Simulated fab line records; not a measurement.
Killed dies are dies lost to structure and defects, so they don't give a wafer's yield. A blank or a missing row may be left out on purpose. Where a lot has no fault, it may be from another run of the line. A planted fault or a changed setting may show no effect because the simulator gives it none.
fab line records :: flow berkeley-cmos170 :: part 2 of 2: steps 25 to 36 of 36
record:
  lots: 5
  wafers: 15
  last-day: 12
route steps=331 shown GATE@127 PLDD@145 NLDD@158
lots with no fault: from the same line, run without faults
start-h: the number of hours between the record's first day and the start of the first shown wafer of the lot :: wait-h: hours from the lot's prior step to this one :: " unchanged from the row above :: L1.1+2: one row covering several wafers at once :: - value missing, or start not given :: * or withheld: withheld :: < > ~ a bound
route shown NAME@n: a module of which the file shows steps, and the number in the route of the first :: usual: average and standard deviation across the fault-free wafers :: same: alike in all rows :: chamber/n: place in a boat :: sites: each site's reading :: _std_site: standard deviation of those values :: _edge_site: outer sites' mean less inner sites' :: radius-mm: for every site, how far away it sits from the centre of the wafer :: mask NAME#n: copy n :: behind: the last tool/chamber to shape the wafer :: hold: what put the lot on hold/how long, in hours/how the hold closed :: device: transistor that didn't switch, given as n, p or np :: end of line: at the end of the route, the tests of the same wafers :: where a step has no rows: the recipe by itself :: killed: dies that structure and defects cost at the first sort, which is not the same as the wafer's yield :: map: per-die view of a wafer (x killed, . not killed, _ where there is no die)
set.NAME: setting as actually run; set.NAME@STEP: the setting as run at that earlier step :: model.NAME: the simulator's own value behind a step, which no gauge read
lots at some steps of the route; a table a step, a row a wafer
services: when a tool's chamber went out of use (start-h, in hours from the record's first day, below 0 if earlier), for how many hours, and the reason
== steps ==
step: UCB170_PLDD_CD_MEAS_06
recipe:
  target-cd-nm: 1200
usual:
  cd-nm: 1199.7/1.2
lot.wafer: L079.3
tool: cd-sem-01
chamber: -
start-h: 178.07
wait-h: -
cd-nm: 1198.8

lot.wafer: L079.4
tool: cd-sem-01
chamber: -
start-h: 178.07
wait-h: -
cd-nm: 1198.3

lot.wafer: L079.5
tool: cd-sem-01
chamber: -
start-h: 178.07
wait-h: -
cd-nm: 1196.9

lot.wafer: L081.1
tool: cd-sem-02
chamber: -
start-h: 190.74
wait-h: -
cd-nm: 1201.6

lot.wafer: L081.3
tool: cd-sem-02
chamber: -
start-h: 190.74
wait-h: -
cd-nm: 1201.1

lot.wafer: L081.4
tool: cd-sem-02
chamber: -
start-h: 190.74
wait-h: -
cd-nm: 1201.0

lot.wafer: L084.1
tool: cd-sem-01
chamber: -
start-h: 203.67
wait-h: -
cd-nm: 1198.1

lot.wafer: L084.3
tool: cd-sem-01
chamber: -
start-h: 203.67
wait-h: -
cd-nm: 1199.1

lot.wafer: L084.5
tool: cd-sem-01
chamber: -
start-h: 203.67
wait-h: -
cd-nm: 1199.0

lot.wafer: L088.2
tool: cd-sem-02
chamber: -
start-h: 222.01
wait-h: -
cd-nm: 1199.8

lot.wafer: L088.4
tool: cd-sem-02
chamber: -
start-h: 222.01
wait-h: -
cd-nm: 1199.0

lot.wafer: L088.5
tool: cd-sem-02
chamber: -
start-h: 222.01
wait-h: -
cd-nm: 1199.7

lot.wafer: L092.1
tool: cd-sem-01
chamber: -
start-h: 243.82
wait-h: -
cd-nm: 1201.7

lot.wafer: L092.3
tool: cd-sem-01
chamber: -
start-h: 243.82
wait-h: -
cd-nm: 1202.2

lot.wafer: L092.4
tool: cd-sem-01
chamber: -
start-h: 243.82
wait-h: -
cd-nm: 1200.6
step: UCB170_PLDD_OVL_MEAS_07
usual:
  PLDD_OVL: 0/4.7
lot.wafer: L079.3
tool: overlay-02
chamber: -
start-h: 178.16
wait-h: 0.1
PLDD_OVL[nm]: 7

lot.wafer: L079.4
tool: overlay-02
chamber: -
start-h: 178.16
wait-h: 0.1
PLDD_OVL[nm]: -3

lot.wafer: L079.5
tool: overlay-02
chamber: -
start-h: 178.16
wait-h: 0.1
PLDD_OVL[nm]: 5

lot.wafer: L081.1
tool: overlay-01
chamber: -
start-h: 190.86
wait-h: 0.1
PLDD_OVL[nm]: 0

lot.wafer: L081.3
tool: overlay-01
chamber: -
start-h: 190.86
wait-h: 0.1
PLDD_OVL[nm]: 5

lot.wafer: L081.4
tool: overlay-01
chamber: -
start-h: 190.86
wait-h: 0.1
PLDD_OVL[nm]: 6

lot.wafer: L084.1
tool: overlay-01
chamber: -
start-h: 203.79
wait-h: 0.1
PLDD_OVL[nm]: 4

lot.wafer: L084.3
tool: overlay-01
chamber: -
start-h: 203.79
wait-h: 0.1
PLDD_OVL[nm]: 7

lot.wafer: L084.5
tool: overlay-01
chamber: -
start-h: 203.79
wait-h: 0.1
PLDD_OVL[nm]: 8

lot.wafer: L088.2
tool: overlay-01
chamber: -
start-h: 222.12
wait-h: 0.1
PLDD_OVL[nm]: -1

lot.wafer: L088.4
tool: overlay-01
chamber: -
start-h: 222.12
wait-h: 0.1
PLDD_OVL[nm]: -7

lot.wafer: L088.5
tool: overlay-01
chamber: -
start-h: 222.12
wait-h: 0.1
PLDD_OVL[nm]: -4

lot.wafer: L092.1
tool: overlay-02
chamber: -
start-h: 243.94
wait-h: 0.1
PLDD_OVL[nm]: -4

lot.wafer: L092.3
tool: overlay-02
chamber: -
start-h: 243.94
wait-h: 0.1
PLDD_OVL[nm]: -5

lot.wafer: L092.4
tool: overlay-02
chamber: -
start-h: 243.94
wait-h: 0.1
PLDD_OVL[nm]: -5
step: UCB170_PLDD_IMPLANT_08
recipe:
  species: BF2
  dose-cm2: 5e+13
  energy-kev: 10
  tilt-deg: 7
  rotation-deg: 0
lot.wafer: L079.3+4+5
tool: implanter-02
chamber: 0
start-h: 178.23
wait-h: 0.1

lot.wafer: L081.1+3+4
tool: implanter-01
chamber: 0
start-h: 190.90
wait-h: 0.0

lot.wafer: L084.1+3+5
tool: implanter-01
chamber: 0
start-h: 203.83
wait-h: 0.0

lot.wafer: L088.2+4+5
tool: implanter-01
chamber: 0
start-h: 222.17
wait-h: 0.0

lot.wafer: L092.1+3+4
tool: implanter-03
chamber: 0
start-h: 243.98
wait-h: 0.0
step: UCB170_PLDD_IMPLANT_09
recipe:
  species: BF2
  dose-cm2: 5e+13
  energy-kev: 10
  tilt-deg: 7
  rotation-deg: 180
lot.wafer: L079.3+4+5
tool: implanter-02
chamber: 0
start-h: 178.38
wait-h: 0.1

lot.wafer: L081.1+3+4
tool: implanter-01
chamber: 0
start-h: 191.05
wait-h: 0.1

lot.wafer: L084.1+3+5
tool: implanter-01
chamber: 0
start-h: 203.98
wait-h: 0.1

lot.wafer: L088.2+4+5
tool: implanter-01
chamber: 0
start-h: 222.32
wait-h: 0.1

lot.wafer: L092.1+3+4
tool: implanter-03
chamber: 0
start-h: 244.13
wait-h: 0.1
step: UCB170_PLDD_STRIP_10
recipe:
  chemistry: O2
  power-w: 400
  pressure-mtorr: 3500
  platen-temp-c: withheld
  o2-flow-sccm: 400
  overash-fraction: 0.5
usual:
  drypump-motor-current-A: 5.8/0.31
  oes-product-au: 0.734/0.0045
  strip-time-to-endpoint-s: 21.62/0.055
lot.wafer: L079.3
tool: plasma-asher-04
chamber: 1
start-h: 178.52
wait-h: 0.1
drypump-motor-current-A: 5.7
oes-product-au: 0.736
rf-hours-counter-h: -
strip-time-to-endpoint-s: 21.57

lot.wafer: L079.4
tool: plasma-asher-04
chamber: 0
start-h: 178.52
wait-h: 0.1
drypump-motor-current-A: 5.9
oes-product-au: 0.731
rf-hours-counter-h: -
strip-time-to-endpoint-s: 21.69

lot.wafer: L079.5
tool: plasma-asher-04
chamber: 1
start-h: 178.52
wait-h: 0.1
drypump-motor-current-A: 5.7
oes-product-au: 0.742
rf-hours-counter-h: -
strip-time-to-endpoint-s: 21.61

lot.wafer: L081.1
tool: plasma-asher-01
chamber: 0
start-h: 191.20
wait-h: 0.1
drypump-motor-current-A: 5.6
oes-product-au: 0.731
rf-hours-counter-h: 47
strip-time-to-endpoint-s: 21.57

lot.wafer: L081.3
tool: plasma-asher-01
chamber: 0
start-h: 191.20
wait-h: 0.1
drypump-motor-current-A: 5.6
oes-product-au: 0.736
rf-hours-counter-h: -
strip-time-to-endpoint-s: 21.52

lot.wafer: L081.4
tool: plasma-asher-01
chamber: 1
start-h: 191.20
wait-h: 0.1
drypump-motor-current-A: 6.3
oes-product-au: 0.740
rf-hours-counter-h: -
strip-time-to-endpoint-s: 21.54

lot.wafer: L084.1
tool: plasma-asher-04
chamber: 0
start-h: 204.13
wait-h: 0.1
drypump-motor-current-A: 5.9
oes-product-au: 0.735
rf-hours-counter-h: 10
strip-time-to-endpoint-s: 21.62

lot.wafer: L084.3
tool: plasma-asher-04
chamber: 0
start-h: 204.13
wait-h: 0.1
drypump-motor-current-A: 5.9
oes-product-au: 0.734
rf-hours-counter-h: -
strip-time-to-endpoint-s: 21.60

lot.wafer: L084.5
tool: plasma-asher-04
chamber: 1
start-h: 204.13
wait-h: 0.1
drypump-motor-current-A: 5.7
oes-product-au: 0.727
rf-hours-counter-h: -
strip-time-to-endpoint-s: 21.59

lot.wafer: L088.2
tool: plasma-asher-03
chamber: 1
start-h: 222.45
wait-h: 0.1
drypump-motor-current-A: 5.5
oes-product-au: 0.732
rf-hours-counter-h: 44
strip-time-to-endpoint-s: 21.52

lot.wafer: L088.4
tool: plasma-asher-03
chamber: 0
start-h: 222.45
wait-h: 0.1
drypump-motor-current-A: 5.2
oes-product-au: 0.733
rf-hours-counter-h: -
strip-time-to-endpoint-s: 21.54

lot.wafer: L088.5
tool: plasma-asher-03
chamber: 0
start-h: 222.45
wait-h: 0.1
drypump-motor-current-A: 5.2
oes-product-au: 0.732
rf-hours-counter-h: -
strip-time-to-endpoint-s: 21.59

lot.wafer: L092.1
tool: plasma-asher-04
chamber: 1
start-h: 244.28
wait-h: 0.1
drypump-motor-current-A: 5.7
oes-product-au: 0.736
rf-hours-counter-h: 15
strip-time-to-endpoint-s: 21.70

lot.wafer: L092.3
tool: plasma-asher-04
chamber: 0
start-h: 244.28
wait-h: 0.1
drypump-motor-current-A: 5.9
oes-product-au: 0.734
rf-hours-counter-h: -
strip-time-to-endpoint-s: 21.65

lot.wafer: L092.4
tool: plasma-asher-04
chamber: 1
start-h: 244.28
wait-h: 0.1
drypump-motor-current-A: 5.7
oes-product-au: 0.742
rf-hours-counter-h: -
strip-time-to-endpoint-s: 21.73
step: UCB170_PLDD_TW_MEAS_11
usual:
  PLDD_TW: 1005/7.5
lot.wafer: L079.3
tool: film-metro-01
chamber: -
start-h: 178.60
wait-h: 0.1
PLDD_TW: 1011

lot.wafer: L079.4
tool: film-metro-01
chamber: -
start-h: 178.60
wait-h: 0.1
PLDD_TW: 1004

lot.wafer: L079.5
tool: film-metro-01
chamber: -
start-h: 178.60
wait-h: 0.1
PLDD_TW: 1007

lot.wafer: L081.1
tool: film-metro-01
chamber: -
start-h: 191.30
wait-h: 0.1
PLDD_TW: 1008

lot.wafer: L081.3
tool: film-metro-01
chamber: -
start-h: 191.30
wait-h: 0.1
PLDD_TW: 1009

lot.wafer: L081.4
tool: film-metro-01
chamber: -
start-h: 191.30
wait-h: 0.1
PLDD_TW: 1006

lot.wafer: L084.1
tool: film-metro-02
chamber: -
start-h: 204.23
wait-h: 0.1
PLDD_TW: 1001

lot.wafer: L084.3
tool: film-metro-02
chamber: -
start-h: 204.23
wait-h: 0.1
PLDD_TW: 991

lot.wafer: L084.5
tool: film-metro-02
chamber: -
start-h: 204.23
wait-h: 0.1
PLDD_TW: 1001

lot.wafer: L088.2
tool: film-metro-04
chamber: -
start-h: 222.56
wait-h: 0.1
PLDD_TW: 1012

lot.wafer: L088.4
tool: film-metro-04
chamber: -
start-h: 222.56
wait-h: 0.1
PLDD_TW: 1010

lot.wafer: L088.5
tool: film-metro-04
chamber: -
start-h: 222.56
wait-h: 0.1
PLDD_TW: 1013

lot.wafer: L092.1
tool: film-metro-01
chamber: -
start-h: 244.38
wait-h: 0.1
PLDD_TW: 1010

lot.wafer: L092.3
tool: film-metro-01
chamber: -
start-h: 244.38
wait-h: 0.1
PLDD_TW: 1008

lot.wafer: L092.4
tool: film-metro-01
chamber: -
start-h: 244.38
wait-h: 0.1
PLDD_TW: 1011
step: UCB170_PLDD_CLEAN_12
recipe:
  chemistry: SPM
  temp-c: 120
  time-s: 600
usual:
  bath-heat-duty-pct: 13.0/1.4
same:
  time-s: 600
lot.wafer: L079.3
tool: wet-bench-03
chamber: 1
start-h: 178.75
wait-h: 0.1
bath-heat-duty-pct: 12.1

lot.wafer: L079.4
tool: wet-bench-03
chamber: 1
start-h: 178.75
wait-h: 0.1
bath-heat-duty-pct: 12.3

lot.wafer: L079.5
tool: wet-bench-03
chamber: 1
start-h: 178.75
wait-h: 0.1
bath-heat-duty-pct: 11.6

lot.wafer: L081.1
tool: wet-bench-03
chamber: 3
start-h: 191.38
wait-h: 0.1
bath-heat-duty-pct: 12.6

lot.wafer: L081.3
tool: wet-bench-03
chamber: 3
start-h: 191.38
wait-h: 0.1
bath-heat-duty-pct: 11.5

lot.wafer: L081.4
tool: wet-bench-03
chamber: 3
start-h: 191.38
wait-h: 0.1
bath-heat-duty-pct: 12.1

lot.wafer: L084.1
tool: wet-bench-02
chamber: 2
start-h: 204.29
wait-h: 0.1
bath-heat-duty-pct: 9.1

lot.wafer: L084.3
tool: wet-bench-02
chamber: 2
start-h: 204.29
wait-h: 0.1
bath-heat-duty-pct: 11.3

lot.wafer: L084.5
tool: wet-bench-02
chamber: 2
start-h: 204.29
wait-h: 0.1
bath-heat-duty-pct: 11.6

lot.wafer: L088.2
tool: wet-bench-02
chamber: 1
start-h: 222.61
wait-h: 0.0
bath-heat-duty-pct: 11.3

lot.wafer: L088.4
tool: wet-bench-02
chamber: 1
start-h: 222.61
wait-h: 0.0
bath-heat-duty-pct: 11.8

lot.wafer: L088.5
tool: wet-bench-02
chamber: 1
start-h: 222.61
wait-h: 0.0
bath-heat-duty-pct: 10.9

lot.wafer: L092.1
tool: wet-bench-03
chamber: 0
start-h: 244.54
wait-h: 0.2
bath-heat-duty-pct: 14.9

lot.wafer: L092.3
tool: wet-bench-03
chamber: 0
start-h: 244.54
wait-h: 0.2
bath-heat-duty-pct: 15.5

lot.wafer: L092.4
tool: wet-bench-03
chamber: 0
start-h: 244.54
wait-h: 0.2
bath-heat-duty-pct: 14.7
step: UCB170_NLDD_HMDS_00
recipe:
  prime-time-s: 60
  prime-temp-c: 100
usual:
  exhaust-pa: 45.0/0.92
lot.wafer: L079.3
tool: litho-track-03
chamber: 0
start-h: 178.97
wait-h: 0.1
exhaust-pa: 43.8

lot.wafer: L079.4
tool: litho-track-03
chamber: 0
start-h: 178.97
wait-h: 0.1
exhaust-pa: 45.7

lot.wafer: L079.5
tool: litho-track-03
chamber: 0
start-h: 178.97
wait-h: 0.1
exhaust-pa: 45.1

lot.wafer: L081.1
tool: litho-track-03
chamber: 0
start-h: 192.22
wait-h: 0.4
exhaust-pa: 43.1

lot.wafer: L081.3
tool: litho-track-03
chamber: 0
start-h: 192.22
wait-h: 0.4
exhaust-pa: 43.8

lot.wafer: L081.4
tool: litho-track-03
chamber: 0
start-h: 192.22
wait-h: 0.4
exhaust-pa: 43.8

lot.wafer: L084.1
tool: litho-track-03
chamber: 0
start-h: 204.48
wait-h: 0.0
exhaust-pa: 44.4

lot.wafer: L084.3
tool: litho-track-03
chamber: 0
start-h: 204.48
wait-h: 0.0
exhaust-pa: 45.6

lot.wafer: L084.5
tool: litho-track-03
chamber: 0
start-h: 204.48
wait-h: 0.0
exhaust-pa: 46.5

lot.wafer: L088.2
tool: litho-track-03
chamber: 0
start-h: 223.21
wait-h: 0.4
exhaust-pa: 46.0

lot.wafer: L088.4
tool: litho-track-03
chamber: 0
start-h: 223.21
wait-h: 0.4
exhaust-pa: 45.6

lot.wafer: L088.5
tool: litho-track-03
chamber: 0
start-h: 223.21
wait-h: 0.4
exhaust-pa: 45.2

lot.wafer: L092.1
tool: litho-track-02
chamber: 0
start-h: 245.05
wait-h: 0.1
exhaust-pa: 44.9

lot.wafer: L092.3
tool: litho-track-02
chamber: 0
start-h: 245.05
wait-h: 0.1
exhaust-pa: 45.2

lot.wafer: L092.4
tool: litho-track-02
chamber: 0
start-h: 245.05
wait-h: 0.1
exhaust-pa: 44.4
step: UCB170_NLDD_COAT_01
recipe:
  resist: KrF
  spin-rpm: 1500
  resist-thk-nm: 900
usual:
  exhaust-pa: 44.9/0.81
lot.wafer: L079.3
tool: litho-track-03
chamber: 0
start-h: 179.12
wait-h: 0.1
exhaust-pa: 45.8

lot.wafer: L079.4
tool: litho-track-03
chamber: 0
start-h: 179.12
wait-h: 0.1
exhaust-pa: 44.8

lot.wafer: L079.5
tool: litho-track-03
chamber: 0
start-h: 179.12
wait-h: 0.1
exhaust-pa: 45.0

lot.wafer: L081.1
tool: litho-track-03
chamber: 0
start-h: 192.37
wait-h: 0.1
exhaust-pa: 45.0

lot.wafer: L081.3
tool: litho-track-03
chamber: 0
start-h: 192.37
wait-h: 0.1
exhaust-pa: 43.9

lot.wafer: L081.4
tool: litho-track-03
chamber: 0
start-h: 192.37
wait-h: 0.1
exhaust-pa: 46.7

lot.wafer: L084.1
tool: litho-track-03
chamber: 0
start-h: 204.63
wait-h: 0.1
exhaust-pa: 46.3

lot.wafer: L084.3
tool: litho-track-03
chamber: 0
start-h: 204.63
wait-h: 0.1
exhaust-pa: 45.0

lot.wafer: L084.5
tool: litho-track-03
chamber: 0
start-h: 204.63
wait-h: 0.1
exhaust-pa: 45.8

lot.wafer: L088.2
tool: litho-track-03
chamber: 0
start-h: 223.36
wait-h: 0.1
exhaust-pa: 46.5

lot.wafer: L088.4
tool: litho-track-03
chamber: 0
start-h: 223.36
wait-h: 0.1
exhaust-pa: 45.9

lot.wafer: L088.5
tool: litho-track-03
chamber: 0
start-h: 223.36
wait-h: 0.1
exhaust-pa: 46.1

lot.wafer: L092.1
tool: litho-track-02
chamber: 0
start-h: 245.20
wait-h: 0.1
exhaust-pa: 44.3

lot.wafer: L092.3
tool: litho-track-02
chamber: 0
start-h: 245.20
wait-h: 0.1
exhaust-pa: 43.7

lot.wafer: L092.4
tool: litho-track-02
chamber: 0
start-h: 245.20
wait-h: 0.1
exhaust-pa: 44.4
step: UCB170_NLDD_SOFTBAKE_02
recipe:
  resist: KrF
  temp-c: 130
  time-s: 60
usual:
  exhaust-pa: 45.0/0.75
same:
  time-s: 60
lot.wafer: L079.3
tool: litho-track-03
chamber: 0
start-h: 179.27
wait-h: 0.1
exhaust-pa: 45.1

lot.wafer: L079.4
tool: litho-track-03
chamber: 0
start-h: 179.27
wait-h: 0.1
exhaust-pa: 45.8

lot.wafer: L079.5
tool: litho-track-03
chamber: 0
start-h: 179.27
wait-h: 0.1
exhaust-pa: 45.2

lot.wafer: L081.1
tool: litho-track-03
chamber: 0
start-h: 192.52
wait-h: 0.1
exhaust-pa: 45.6

lot.wafer: L081.3
tool: litho-track-03
chamber: 0
start-h: 192.52
wait-h: 0.1
exhaust-pa: 44.2

lot.wafer: L081.4
tool: litho-track-03
chamber: 0
start-h: 192.52
wait-h: 0.1
exhaust-pa: 44.4

lot.wafer: L084.1
tool: litho-track-03
chamber: 0
start-h: 204.78
wait-h: 0.1
exhaust-pa: 46.8

lot.wafer: L084.3
tool: litho-track-03
chamber: 0
start-h: 204.78
wait-h: 0.1
exhaust-pa: 45.7

lot.wafer: L084.5
tool: litho-track-03
chamber: 0
start-h: 204.78
wait-h: 0.1
exhaust-pa: 44.8

lot.wafer: L088.2
tool: litho-track-03
chamber: 0
start-h: 223.51
wait-h: 0.1
exhaust-pa: 45.5

lot.wafer: L088.4
tool: litho-track-03
chamber: 0
start-h: 223.51
wait-h: 0.1
exhaust-pa: 46.0

lot.wafer: L088.5
tool: litho-track-03
chamber: 0
start-h: 223.51
wait-h: 0.1
exhaust-pa: 43.2

lot.wafer: L092.1
tool: litho-track-02
chamber: 0
start-h: 245.35
wait-h: 0.1
exhaust-pa: 45.3

lot.wafer: L092.3
tool: litho-track-02
chamber: 0
start-h: 245.35
wait-h: 0.1
exhaust-pa: 45.4

lot.wafer: L092.4
tool: litho-track-02
chamber: 0
start-h: 245.35
wait-h: 0.1
exhaust-pa: 45.5
step: UCB170_NLDD_EXPOSE_03
recipe:
  mask-id: NSELECT
  na: 0.5
  sigma-outer: 0.6
  source-shape: conventional
  target-cd-nm: 1200
  dose-mj: 30
lot.wafer: L079.3+4+5
tool: krf-scanner-02
chamber: 0
start-h: 179.41
wait-h: 0.1
mask: NSELECT#0

lot.wafer: L081.1+3+4
tool: krf-scanner-01
chamber: 0
start-h: 192.67
wait-h: 0.1
mask: NSELECT#0

lot.wafer: L084.1+3+5
tool: krf-scanner-01
chamber: 0
start-h: 205.05
wait-h: 0.2
mask: NSELECT#0

lot.wafer: L088.2+4+5
tool: krf-scanner-02
chamber: 0
start-h: 223.66
wait-h: 0.1
mask: NSELECT#0

lot.wafer: L092.1+3+4
tool: krf-scanner-01
chamber: 0
start-h: 245.50
wait-h: 0.1
mask: NSELECT#0
step: UCB170_NLDD_PEB_04
recipe:
  peb-temp-c: 130
  peb-time-s: withheld
  resist: KrF
usual:
  exhaust-pa: 44.9/0.8
lot.wafer: L079.3
tool: litho-track-03
chamber: 0
start-h: 179.70
wait-h: 0.3
exhaust-pa: 45.5

lot.wafer: L079.4
tool: litho-track-03
chamber: 0
start-h: 179.70
wait-h: 0.3
exhaust-pa: 45.2

lot.wafer: L079.5
tool: litho-track-03
chamber: 0
start-h: 179.70
wait-h: 0.3
exhaust-pa: 44.8

lot.wafer: L081.1
tool: litho-track-02
chamber: 0
start-h: 192.79
wait-h: 0.1
exhaust-pa: 44.9

lot.wafer: L081.3
tool: litho-track-02
chamber: 0
start-h: 192.79
wait-h: 0.1
exhaust-pa: 45.7

lot.wafer: L081.4
tool: litho-track-02
chamber: 0
start-h: 192.79
wait-h: 0.1
exhaust-pa: 46.2

lot.wafer: L084.1
tool: litho-track-02
chamber: 0
start-h: 205.44
wait-h: 0.4
exhaust-pa: 44.2

lot.wafer: L084.3
tool: litho-track-02
chamber: 0
start-h: 205.44
wait-h: 0.4
exhaust-pa: 44.1

lot.wafer: L084.5
tool: litho-track-02
chamber: 0
start-h: 205.44
wait-h: 0.4
exhaust-pa: 43.1

lot.wafer: L088.2
tool: litho-track-02
chamber: 0
start-h: 223.78
wait-h: 0.1
exhaust-pa: 45.4

lot.wafer: L088.4
tool: litho-track-02
chamber: 0
start-h: 223.78
wait-h: 0.1
exhaust-pa: 43.6

lot.wafer: L088.5
tool: litho-track-02
chamber: 0
start-h: 223.78
wait-h: 0.1
exhaust-pa: 44.8

lot.wafer: L092.1
tool: litho-track-02
chamber: 0
start-h: 245.61
wait-h: 0.1
exhaust-pa: 44.1

lot.wafer: L092.3
tool: litho-track-02
chamber: 0
start-h: 245.61
wait-h: 0.1
exhaust-pa: 45.8

lot.wafer: L092.4
tool: litho-track-02
chamber: 0
start-h: 245.61
wait-h: 0.1
exhaust-pa: 44.0
== services ==
tool: krf-scanner-01
chamber: -
start-h: 147.08
hours: 0.8
kind: pm

tool: rie-diel-01
chamber: 3
start-h: 151.27
hours: 1.7
kind: repair

tool: rie-diel-02
chamber: 0
start-h: 159.63
hours: 2.1
kind: repair

tool: rie-diel-01
chamber: 3
start-h: 162.82
hours: 17.8
kind: repair

tool: krf-scanner-02
chamber: -
start-h: 169.16
hours: 1.0
kind: pm

tool: krf-scanner-01
chamber: -
start-h: 184.91
hours: 4.0
kind: pm

tool: rie-diel-02
chamber: -
start-h: 187.76
hours: 0.3
kind: repair

tool: implanter-03
chamber: -
start-h: 187.93
hours: 1.9
kind: pm

tool: rie-diel-02
chamber: 2
start-h: 188.01
hours: 2.7
kind: repair

tool: implanter-03
chamber: -
start-h: 189.96
hours: 1.7
kind: repair

tool: plasma-asher-02
chamber: -
start-h: 196.50
hours: 2.8
kind: pm

tool: rie-diel-01
chamber: -
start-h: 205.63
hours: 1.5
kind: repair

tool: rie-si-01
chamber: 1
start-h: 208.44
hours: 14.8
kind: repair

tool: krf-scanner-02
chamber: -
start-h: 210.73
hours: 3.6
kind: pm

tool: krf-scanner-02
chamber: -
start-h: 214.28
hours: 1.3
kind: pm

tool: krf-scanner-02
chamber: -
start-h: 216.10
hours: 0.8
kind: pm

tool: furnace-02
chamber: -
start-h: 216.24
hours: 3.2
kind: pm

tool: rie-diel-02
chamber: 2
start-h: 219.47
hours: 4.8
kind: repair

tool: rie-diel-01
chamber: 2
start-h: 224.37
hours: 6.6
kind: repair

tool: rie-diel-02
chamber: 0
start-h: 225.63
hours: 8.0
kind: repair

tool: lpcvd-02
chamber: -
start-h: 226.89
hours: 1.8
kind: repair

tool: krf-scanner-01
chamber: -
start-h: 231.23
hours: 1.0
kind: pm

tool: krf-scanner-02
chamber: -
start-h: 241.18
hours: 6.4
kind: repair

tool: implanter-01
chamber: -
start-h: 242.66
hours: 6.4
kind: pm
